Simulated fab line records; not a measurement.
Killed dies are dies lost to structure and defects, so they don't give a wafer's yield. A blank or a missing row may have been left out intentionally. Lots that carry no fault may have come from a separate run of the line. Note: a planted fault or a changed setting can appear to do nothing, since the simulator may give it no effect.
Problem report in the 8D (eight disciplines) form, filled by code + flow rit cmos + the parts of the form that need people (team, actions taken, sign-off) are left out

## 1. THE ISSUE
Across 6 wafers from 2 lots, REOX_OXIDE_THK at RIT_REOX_THK_MEAS_04 averages 29.1 nm, while fault-free wafers read 25.4 nm with a standard deviation of 0.5. That puts it +7.3 standard deviations away from the usual mean.
The first sign was on wafer L957.1 at day 3 07:45, on film metro-02. The record has a number at this step for 42 wafers belonging to 14 lots. The rule behind "out" and "out of limits": a value lying over 4 standard deviations away from the usual mean. The other wafers with a number count as sound.

## 2. WHAT IT IS AND WHAT IT IS NOT
| question                    | is                     | is not                                                                                                              |
|-----------------------------|------------------------|---------------------------------------------------------------------------------------------------------------------|
| which readings at this step | REOX_OXIDE_THK         | -                                                                                                                   |
| which lots                  | L957, L962             | L954, L955, L956, L961, L966, L969, L972, L973, L974, L975, L976, L977                                              |
| which wafers of those lots  | all that have a number | -                                                                                                                   |
| read on which gauges        | film metro-02          | film metro-01, film metro-03                                                                                        |
| when                        | from day 3 07:45       | up to then (9 sound wafers); but 27 sound wafers of L961, L966, L969, L972, L973, L974, L975, L976, L977 came after |

## 3. SUSPECTS, AND WHAT RULES EACH OUT
Counting: a tool stays on the suspect list if, at a process step up to the reading, it processed all lots that are out and no sound lot following the first of them.
- the gauge at RIT_REOX_THK_MEAS_04: kept. All the wafers that are out were read on film metro-02, and no step on other tools shows them out.
- furnace-03 at RIT_REOX_OXIDATION_03 (target thk 25.2 nm, ox time 5580 s): ruled out as a lasting fault. Following L957 (day 3 05:12), the first lot on it that is out, the sound lots L973, L974 were run on it.
After counting, what remains is film metro-02 at RIT_REOX_THK_MEAS_04.

## 4. THE CAUSE (what the simulator had put in)
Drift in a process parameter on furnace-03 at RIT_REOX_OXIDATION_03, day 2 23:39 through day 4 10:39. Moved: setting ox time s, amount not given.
The count ruled it out by mistake, since the rule takes a fault to strike every lot its tool runs from the start of the fault on, and this one did not do so.

## 5. THE EFFECT CHAIN, in route order
One row per reading whose mean, taken over the struck wafers that have a number, lies over 3 standard deviations from the usual. Readings are gone through only where the record gives a usual standard deviation; hours: the median, over the lots, of the time from a lot's start at the first step in this table giving one to that lot's start at this step; sigmas: the change measured in usual standard deviations.
| hours | step                 | reading        | usual   | on struck wafers | change | sigmas |
|-------|----------------------|----------------|---------|------------------|--------|--------|
| 0     | RIT_REOX_THK_MEAS_04 | REOX_OXIDE_THK | 25.4 nm | 29.1             | +3.7   | +7.3   |
At these later measuring or inspecting steps, every struck wafer for which the step has a row has a number for every such reading, and none has moved that far: RIT_M1_CD_MEAS_90.

## 6. HOW IT WOULD HAVE BEEN CAUGHT EARLIER
The first out-of-limits reading at a measuring or inspecting step in this record came at day 3 07:45, 8 hours after the fault's start at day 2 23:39.
Of the tool readings at RIT_REOX_OXIDATION_03 for which the record gives a usual standard deviation, none was out on any struck wafer, so an alarm limit of 4 standard deviations on them would not have fired.
